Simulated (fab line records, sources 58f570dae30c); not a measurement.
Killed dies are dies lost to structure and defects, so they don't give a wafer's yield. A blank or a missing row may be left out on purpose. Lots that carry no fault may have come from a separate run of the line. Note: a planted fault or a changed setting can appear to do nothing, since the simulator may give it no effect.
What tool caused it? ; flow berkeley cmos170 ; 42 wafers from 14 lots sampled at 5 of the route's 331 steps

## WHAT THE GAUGES SHOWED, per wafer
UCB170_GATE_CD_MEAS_12: the cd target is 350 nm.
lot;measured;on;cd nm (nm)
L503;day 5 20:04;cd sem-01;348.4 349.6 349.7
L502;day 5 20:43;cd sem-01;348.8 349.9 349.4
L505;day 6 17:06;cd sem-01;350.0 350.7 349.2
L507;day 6 20:15;cd sem-01;348.8 347.8 348.2
L504;day 6 20:35;cd sem-01;349.2 348.6 348.9
L508;day 7 03:33;cd sem-02;348.1 348.2 349.6
L509;day 7 23:59;cd sem-02;349.6 351.0 349.3
L510;day 8 00:01;cd sem-01;350.0 348.7 348.5
L511;day 8 00:11;cd sem-01;349.1 350.2 350.4
L512;day 8 00:28;cd sem-01;349.8 349.1 349.7
L517;day 8 22:30;cd sem-01;346.8 347.5 346.3
L520;day 9 16:50;cd sem-02;350.4 350.5 350.1
L521;day 9 22:28;cd sem-02;351.1 351.1 350.5
L522;day 10 16:16;cd sem-02;349.0 347.9 347.4

UCB170_PSD_TW_MEAS_10.
lot;measured;on;PSD_TW
L503;day 6 08:36;film metro-02;2320 2338 2330
L502;day 6 08:22;film metro-01;2338 2333 2332
L505;day 7 02:49;film metro-02;2322 2324 2343
L507;day 7 09:16;film metro-01;2363 2355 2359
L504;day 7 08:42;film metro-01;2344 2361 2359
L508;day 7 17:59;film metro-02;2337 2326 2327
L509;day 8 12:10;film metro-01;2348 2355 2362
L510;day 8 11:37;film metro-02;2345 2352 2344
L511;day 8 11:37;film metro-03;2334 2336 2332
L512;day 8 11:54;film metro-01;2353 2355 2349
L517;day 9 08:52;film metro-03;2353 2346 2341
L520;day 10 04:02;film metro-03;2330 2323 2337
L521;day 10 12:34;film metro-01;2356 2375 2353
L522;day 11 04:26;film metro-03;2330 2325 2329

UCB170_M1_OVL_MEAS_10.
lot;measured;on;M1_OVL (nm)
L503;day 6 19:23;overlay-02;2 3 5
L502;day 6 18:52;overlay-02;-3 -14 -10
L505;day 7 15:41;overlay-02;2 -5 3
L507;day 7 20:13;overlay-02;2 -3 -1
L504;day 7 18:08;overlay-01;-1 -6 -8
L508;day 8 06:10;overlay-02;-5 -3 -6
L509;day 9 01:27;overlay-02;-6 -6 -9
L510;day 9 00:27;overlay-01;-3 -5 -11
L511;day 9 00:11;overlay-01;-6 -7 -13
L512;day 9 01:20;overlay-01;1 -3 -1
L517;day 9 23:19;overlay-02;-1 -16 -12
L520;day 10 15:32;overlay-01;-6 -8 -7
L521;day 10 23:04;overlay-02;3 -2 -5
L522;day 11 18:51;overlay-02;-6 -7 -5

UCB170_V2_THK_MEAS_01.
lot;measured;on;V2_TEOS_THK (nm)
L503;day 7 06:52;film metro-01;1972 1977 2011
L502;day 7 06:19;film metro-01;1976 1986 2020
L505;day 8 03:29;film metro-04;2003 1984 1993
L507;day 8 07:58;film metro-01;1995 2025 2031
L504;day 8 03:16;film metro-02;1940 1993 2018
L508;day 8 18:02;film metro-04;1993 1984 2031
L509;day 9 11:01;film metro-02;1962 1959 1992
L510;day 9 10:41;film metro-02;1957 1952 1996
L511;day 9 10:02;film metro-01;2192 2229 2224 2192 2227 2222
L512;day 9 10:49;film metro-02;2164 2207 2229 2165 2207 2228
L517;day 10 11:10;film metro-04;1977 1959 2000
L520;day 11 04:11;film metro-02;2007 2029 2025
L521;day 11 10:31;film metro-02;2001 1980 2006
L522;day 12 06:35;film metro-01;1982 2000 2008

## WHAT TOOL EACH LOT RAN ON (gives the tool, then ch and the chambers of the sampled wafers, and finally the start)
lot;UCB170_V2_CVD_00
L503;pecvd-01 ch 0,1,2, day 7 06:43
L502;pecvd-04 ch 1,2, day 7 06:10
L505;pecvd-01 ch 0,1,2, day 8 03:20
L507;pecvd-04 ch 0,1, day 8 07:47
L504;pecvd-03 ch 1,2, day 8 03:05
L508;pecvd-04 ch 0,1,2, day 8 17:53
L509;pecvd-03 ch 0,2, day 9 10:52
L510;pecvd-03 ch 0,1, day 9 10:32
L511;pecvd-04 ch 1,2, day 9 09:52
L512;pecvd-04 ch 0,1, day 9 10:39
L517;pecvd-01 ch 0,1, day 10 11:01
L520;pecvd-01 ch 0,1,2, day 11 04:01
L521;pecvd-01 ch 0,1, day 11 10:19
L522;pecvd-03 ch 0,2, day 12 06:25
- UCB170_V2_CVD_00: deposits SiO2 from TEOS/O2, target thk 2000 nm, time 250 s.

## AS READ BY THE TOOLS THEMSELVES (means over the sampled wafers that have a number; for cases with no such wafer, the mark the record gives instead)
UCB170_V2_CVD_00.
lot;tool;heater power w (W);rf fwd power W (W)
L503;pecvd-01;235;547.6
L502;pecvd-04;311;548.4
L505;pecvd-01;257;548.9
L507;pecvd-04;282;551.2
L504;pecvd-03;212;549.0
L508;pecvd-04;291;549.2
L509;pecvd-03;238;549.4
L510;pecvd-03;257;548.6
L511;pecvd-04;218;768.6
L512;pecvd-04;195;769.5
L517;pecvd-01;251;550.2
L520;pecvd-01;238;547.1
L521;pecvd-01;259;549.2
L522;pecvd-03;227;547.1

## THE ANSWER, worked out from the rows above alone
Rule: the lots themselves supply what counts as usual. The widest of any qualifying gaps counts: lots, ordered by their means at a reading, are off when they make up no more than a third of the lots, leave a main group of 4 or more, and stand apart from it by 3 or more times the standard deviation of that group's means. The tables above print the reading to a certain number of digits; a main group whose means all agree to those digits is not used. A lot without any number at a reading at which 4 lots or more have one is off too. All remaining lots with rows at the step are treated as sound. Order of review: gauges by route order, followed by the tools' own readings, for which a lot's mean as printed above is used. The first step at which some lot is off is used, and at that step the reading that is off furthest; a lot without a number counts as furthest.
Off: L511, L512, seen at UCB170_V2_THK_MEAS_01 (V2_TEOS_THK). The main group: mean 1992 nm, standard deviation 15.
A tool fits if, at a process step before that reading, it ran every lot that is off, and no sound lot after the first of them. Not tried: the gauges at UCB170_V2_THK_MEAS_01; whatever is off there is also off at UCB170_V2_CVD_00, on other tools, and gauge error can't account for it. One fits: pecvd-04 at UCB170_V2_CVD_00. A fault onset in the window from L508 (day 8 17:53, its last sound lot) to L511 (day 9 09:52, its first lot off) fits.
On the lots that are off, the tool's own readings at UCB170_V2_CVD_00 differ by more than 5 times the standard deviation of the sound lots' means, which bears it out; rf fwd power W reads 769.0 W there versus 548.8 W on the sound lots.

## WHAT THE SIMULATOR HAD PUT IN
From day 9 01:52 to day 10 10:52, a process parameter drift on pecvd-04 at UCB170_V2_CVD_00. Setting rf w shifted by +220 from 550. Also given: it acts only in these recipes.
Struck lots among those shown: L511, L512. Same finding as the rule above.
